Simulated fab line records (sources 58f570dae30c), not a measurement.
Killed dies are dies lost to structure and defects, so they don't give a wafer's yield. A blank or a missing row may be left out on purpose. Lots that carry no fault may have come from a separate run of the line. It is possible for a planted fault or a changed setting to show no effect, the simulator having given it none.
Comparing a struck lot with a sound one | flow berkeleyCmos170 | 17 out of 331 route steps
Sound: these wafers, L655.3, L655.4, L655.6. Wafers L665.1, L665.3, L665.5 were the ones struck. Last of all comes the cause.
Each step with rows lists, per side, the tool, then ch with its chambers, then its first start. Under that, the readings that differ: sound wafers | struck wafers | difference of the means | sigmas: that difference in standard deviations of wafers without a fault.
alike: same words and numbers on both sides, and readings whose means sit less than 2 such deviations apart. not compared: any withheld reading, any reading some wafer has no value for, any bound like >300 that may hide the same value, and any number with overlapping values for which the record gives no deviation.
A row with sigmas, a row that says differs or no value, or rows on one side alone: a step with any of these is where the two part. Numbers that have no deviation but don't overlap get no sigmas and don't part them. A reading missing from all wafers of one side parts the sides only when that side holds two or more wafers.

first, 1 step without rows for these wafers: UCB170_PLDD_DEVELOP_05 (develop time 45 s).
UCB170_PLDD_CD_MEAS_06 targets a cd of 1200 nm.
  struck on cdSem-02, day 9 07:25; sound on cdSem-02, day 6 17:02
  alike: cdNm
UCB170_PLDD_OVL_MEAS_07:
  struck on overlay-02, day 9 07:32; sound on overlay-01, day 6 17:07
  alike: PLDD_OVL
then, 2 steps without rows for these wafers: UCB170_PLDD_IMPLANT_08; UCB170_PLDD_IMPLANT_09.
UCB170_PLDD_STRIP_10: strips in O2.
  sound on plasmaAsher-03 ch 0,1, day 6 17:47; struck on plasmaAsher-01 ch 0,1, day 9 07:52
reading                  | sound             | struck            | difference | sigmas
stripTimeToEndpointS (s) | 21.84 21.73 21.81 | 21.66 21.66 21.67 | -0.13      | -2
  alike: drypumpMotorCurrentA, oesProductAu
  not compared: rfHoursCounterH
UCB170_PLDD_TW_MEAS_11:
  struck on filmMetro-03, day 9 07:58; sound on filmMetro-04, day 6 17:54
  alike: PLDD_TW
then, 5 steps without rows for these wafers: UCB170_PLDD_CLEAN_12 (cleans in SPM, time 600 s); UCB170_NLDD_HMDS_00 (prime time 60 s); UCB170_NLDD_COAT_01 (resist thk 900 nm); UCB170_NLDD_SOFTBAKE_02 (time 60 s); UCB170_NLDD_EXPOSE_03 (exposes mask NSELECT, target cd 1200 nm).
UCB170_NLDD_PEB_04:
  sound on lithoTrack-02 ch 0, day 6 19:19; struck on lithoTrack-01 ch 0, day 9 09:19
reading               | sound                | struck               | difference | sigmas
heaterPowerTotalW (W) | 56.87 56.87 56.79    | 57.76 57.80 57.79    | +0.94      | +22
plateTempC (C)        | 129.93 130.18 130.03 | 131.59 131.47 131.72 | +1.55      | +10
then, 1 step without rows for these wafers: UCB170_NLDD_DEVELOP_05 (develop time 45 s).
UCB170_NLDD_CD_MEAS_06 targets a cd of 1200 nm.
  struck on cdSem-02, day 9 09:53; sound on cdSem-02, day 6 19:38
reading   | sound                | struck               | difference | sigmas
cdNm (nm) | 1202.3 1200.9 1201.1 | 1210.9 1211.1 1211.1 | +9.6       | +7
  not compared: hold
UCB170_NLDD_OVL_MEAS_07:
  struck on overlay-02, day 9 14:22; sound on overlay-02, day 6 19:44
reading | sound | struck                                                                  | difference                   | sigmas
hold    | - - - | awaitDispo/4.4h/release awaitDispo/4.4h/release awaitDispo/4.4h/release | no value on the sound wafers | 
  alike: NLDD_OVL
UCB170_M3_PROBE_99:
  record: rows for the struck wafers here (prober-01, day 11 00:15), none for the sound ones

WHERE THEY PART
Earliest at UCB170_PLDD_STRIP_10; latest, in this record, at UCB170_M3_PROBE_99.

WHY: whatever the simulator had introduced
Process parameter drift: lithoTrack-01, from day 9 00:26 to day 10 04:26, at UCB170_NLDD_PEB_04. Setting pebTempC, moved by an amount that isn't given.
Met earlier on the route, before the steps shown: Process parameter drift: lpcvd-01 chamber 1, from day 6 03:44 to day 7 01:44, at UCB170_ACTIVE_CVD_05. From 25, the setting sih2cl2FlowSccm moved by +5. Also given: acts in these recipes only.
